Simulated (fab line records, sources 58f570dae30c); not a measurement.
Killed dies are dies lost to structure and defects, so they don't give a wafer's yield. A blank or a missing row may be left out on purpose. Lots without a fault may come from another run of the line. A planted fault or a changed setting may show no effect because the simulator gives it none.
Problem report in the 8D (eight disciplines) form, filled by code | flow berkeley_cmos170 | the parts of the form that need people (team, actions taken, sign-off) are left out

1. THE PROBLEM
lamp_power_pct at UCB170_SILICIDE_RTA_04 reads a mean of 11.215 % on 6 wafers of 2 lots; wafers without a fault read 11.102 % with a standard deviation of 0.018. That is +6.3 standard deviations from the usual mean.
The step: time 15 s.
First seen on wafer L407.3, day 8 08:26, on rtp_anneal-01. The record holds 18 wafers of 6 lots with a number at this step. Rule for "out", or "out of limits": more than 4 standard deviations from the usual mean. The other wafers with a number count as sound.

2. WHAT IT IS AND WHAT IT IS NOT
question                    | is                     | is not
which readings at this step | lamp_power_pct         | wafer_temp_C_max
which lots                  | L407, L412             | L400, L404, L422, L423
which wafers of those lots  | all that have a number | -
read on which tools         | rtp_anneal-01          | rtp_anneal-02
when                        | from day 8 08:26       | up to then (6 sound wafers); but 6 sound wafers of L422, L423 came after

3. SUSPECTS, AND WHAT RULES EACH OUT
Counting: a tool at a process step up to the reading stays a suspect if it ran every lot that is out and no sound lot after the first of them.
- plasma_asher-02 at UCB170_BACKSIDE_STRIP_03 (strips in O2): ruled out as a lasting fault. Sound lots L422, L423 ran on it after its first lot that is out, L407 (day 8 07:12).
- pvd_sputter-03 at UCB170_SILICIDE_SPUTTER_01 (material Ti, target thk 30 nm, time 25 s): kept. It ran every lot that is out, first L407 (day 8 08:12), and no sound lot after that.
- rtp_anneal-01 at UCB170_SILICIDE_RTA_04 (time 15 s): ruled out as a lasting fault. Sound lots L423 ran on it after its first lot that is out, L407 (day 8 08:26).
Left after counting: pvd_sputter-03 at UCB170_SILICIDE_SPUTTER_01.

4. THE CAUSE (what the simulator had put in)
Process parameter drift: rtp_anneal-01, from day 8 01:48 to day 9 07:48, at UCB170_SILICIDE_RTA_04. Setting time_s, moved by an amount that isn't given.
Counting ruled it out, wrongly.

5. THE CHAIN OF EFFECTS, in route order
Each row: a reading whose mean over the struck wafers that have a number lies more than 3 standard deviations from the usual. Only readings for which the record gives a usual standard deviation are gone through. hours: the time from each lot's start at the first step in this table that gives one to its start at this step, as a median over the lots. sigmas: the change in usual standard deviations.
hours | step                   | reading        | usual    | on struck wafers | change | sigmas
0     | UCB170_SILICIDE_RTA_04 | lamp_power_pct | 11.102 % | 11.215           | +0.113 | +6.3
The process steps in it:
- UCB170_SILICIDE_RTA_04: time 15 s.

6. WHAT WOULD HAVE CAUGHT IT SOONER
In this record the first reading out of limits was taken at day 8 08:26, 7 hours after the fault began at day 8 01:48.
